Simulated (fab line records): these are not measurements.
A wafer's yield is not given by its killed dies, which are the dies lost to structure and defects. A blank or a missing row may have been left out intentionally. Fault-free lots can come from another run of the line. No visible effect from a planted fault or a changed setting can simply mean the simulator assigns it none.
Which tool is to blame? -- flow rit_cmos -- Sampling: 14 lots, 42 wafers, 4 of 202 route steps

== WHAT THE GAUGES SHOWED, per wafer ==
RIT_ACTIVE_THK_MEAS_02. Usual: ACTIVE_OXIDE_THK 46.8 nm, standard deviation 0.89.
lot,measured,on,ACTIVE_OXIDE_THK (nm),flag
L887,day 1 17:04,film_metro-02,46.7 46.9 47.2,
L889,day 2 03:03,film_metro-01,46.3 46.3 46.0,
L890,day 2 08:04,film_metro-04,47.6 47.3 47.6,
L891,day 2 13:03,film_metro-01,46.8 46.0 46.4,
L892,day 2 18:04,film_metro-01,45.7 46.8 45.8,
L893,day 2 23:37,film_metro-04,47.4 46.6 47.3,
L894,day 3 04:04,film_metro-04,46.1 46.6 46.4,
L895,day 3 09:18,film_metro-01,46.4 46.9 46.0,
L899,day 4 05:03,film_metro-01,48.7 48.3 48.7,
L901,day 4 15:03,film_metro-02,46.5 46.4 46.3,
L903,day 5 01:05,film_metro-04,47.5 47.2 46.9,
L905,day 5 11:05,film_metro-01,47.4 47.7 47.6,
L906,day 5 16:04,film_metro-01,46.6 47.4 47.7,
L908,day 6 02:05,film_metro-04,46.6 46.5 46.0,

RIT_GATE_CD_MEAS_16 targets a cd of 150 nm. Usual: cd_nm reads 149.3 nm (standard deviation 2.7).
lot,measured,on,cd_nm (nm),flag
L887,day 2 17:22,cd_sem-02,151.1 154.7 152.7,
L889,day 3 03:46,cd_sem-02,144.6 147.5 146.6,
L890,day 3 10:04,cd_sem-01,151.9 151.3 150.7,
L891,day 3 13:35,cd_sem-02,154.2 155.3 155.6,
L892,day 3 17:54,cd_sem-01,149.3 147.7 149.1,
L893,day 3 23:19,cd_sem-01,150.7 149.4 149.8,
L894,day 4 04:31,cd_sem-01,149.4 148.7 147.5,
L895,day 4 11:10,cd_sem-01,145.8 148.0 148.6,
L899,day 5 05:37,cd_sem-01,154.3 153.5 153.4,
L901,day 5 15:53,cd_sem-02,145.8 148.7 149.7,
L903,day 6 02:25,cd_sem-01,150.1 151.4 150.9,
L905,day 6 11:27,cd_sem-02,150.9 148.7 149.9,
L906,day 6 16:04,cd_sem-02,148.3 151.4 149.0,
L908,day 7 02:27,cd_sem-01,148.7 146.6 145.8,

RIT_NSD_OVL_MEAS_06. Usual: NSD_OVL 0.1 nm, standard deviation 1.3.
lot,measured,on,NSD_OVL (nm),flag
L887,day 3 04:04,overlay-02,-1.2 0.6 -0.7,
L889,day 3 13:47,overlay-01,2.0 4.1 -0.2,
L890,day 3 20:19,overlay-01,-1.6 0.8 0.3,
L891,day 4 00:47,overlay-01,-1.3 -0.9 -0.9,
L892,day 4 05:09,overlay-01,0.5 0.6 1.2,
L893,day 4 09:38,overlay-01,-1.7 -0.1 -2.0,
L894,day 4 16:29,overlay-02,1.5 2.0 0.0,
L895,day 4 21:19,overlay-01,2.1 1.2 0.6,
L899,day 5 15:50,overlay-02,-0.1 -1.5 -1.0,
L901,day 6 02:03,overlay-02,0.5 0.7 -1.0,
L903,day 6 12:49,overlay-01,-0.2 -0.5 1.1,
L905,day 6 21:32,overlay-02,0.2 1.7 0.3,
L906,day 7 03:17,overlay-01,0.6 -0.2 -0.6,
L908,day 7 13:12,overlay-01,0.6 -1.3 1.1,

== WHICH TOOL RAN EACH LOT (tool, then ch and the chambers of the sampled wafers, then the start) ==
lot,RIT_NRETRO_DEVELOP_05
L887,"litho_track-02 ch 0, day 2 09:00"
L889,"litho_track-04 ch 0, day 2 20:00"
L890,"litho_track-04 ch 0, day 3 02:00"
L891,"litho_track-04 ch 0, day 3 06:00"
L892,"litho_track-01 ch 0, day 3 11:00"
L893,"litho_track-01 ch 0, day 3 16:00"
L894,"litho_track-01 ch 0, day 3 20:00"
L895,"litho_track-04 ch 0, day 4 03:00"
L899,"litho_track-04 ch 0, day 4 21:00"
L901,"litho_track-04 ch 0, day 5 08:00"
L903,"litho_track-01 ch 0, day 5 19:00"
L905,"litho_track-01 ch 0, day 6 04:00"
L906,"litho_track-01 ch 0, day 6 08:00"
L908,"litho_track-01 ch 0, day 6 19:00"
- RIT_NRETRO_DEVELOP_05: develop time 68 s.

== AS READ BY THE TOOLS THEMSELVES (means over the sampled wafers that have a number; for cases with no such wafer, the mark the record gives instead) ==
RIT_NRETRO_DEVELOP_05. Usual: developer_temp_C 22.99 C, standard deviation 0.098; resist_line_temp_C 23.00 C, standard deviation 0.1.
lot,tool,developer_temp_C (C),resist_line_temp_C (C),flag
L887,litho_track-02,23.17,22.83,
L889,litho_track-04,22.96,23.02,
L890,litho_track-04,23.03,22.89,
L891,litho_track-04,22.90,23.01,
L892,litho_track-01,23.00,22.98,
L893,litho_track-01,22.88,23.10,
L894,litho_track-01,23.16,22.87,
L895,litho_track-04,22.96,22.92,
L899,litho_track-04,23.88,22.99,OFF
L901,litho_track-04,23.85,22.97,OFF
L903,litho_track-01,22.93,23.08,
L905,litho_track-01,22.95,23.04,
L906,litho_track-01,22.96,23.11,
L908,litho_track-01,22.92,22.99,

== THE ANSWER, worked out from the rows above alone ==
Rule: lot off if the mean of its wafers having a number is beyond 3 standard deviations from the usual mean. Also off: a lot with no number at a reading for which 4 or more lots have one. Where the step has rows for the other lots, those lots are counted as sound. Order of review: gauges by route order, followed by the tools' own readings, for which a lot's mean as printed above is used. At the first step where some lot is off, the reading lying furthest off is the one used; lots without a number count as furthest.
Off: L899, L901 (RIT_NRETRO_DEVELOP_05, developer_temp_C).
A tool fits if, at that step or a process step before it, it ran every lot that is off, and no sound lot after the first of them. One candidate fits, namely litho_track-04 at RIT_NRETRO_DEVELOP_05. Its last sound lot is L895 (day 4 03:00), its first lot that is off L899 (day 4 21:00): a fault that began between those two fits.
On the lots that are off, the tool's own readings at RIT_NRETRO_DEVELOP_05 differ by more than 5 times the standard deviation of the sound lots' means, which bears it out; developer_temp_C reads 23.87 C there versus 22.98 C on the sound lots.

== WHAT WAS PUT IN BY THE SIMULATOR ==
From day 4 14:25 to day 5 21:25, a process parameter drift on litho_track-04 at RIT_NRETRO_DEVELOP_05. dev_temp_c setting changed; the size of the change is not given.
Struck lots among those shown: L899, L901. This agrees with what the rule above found.
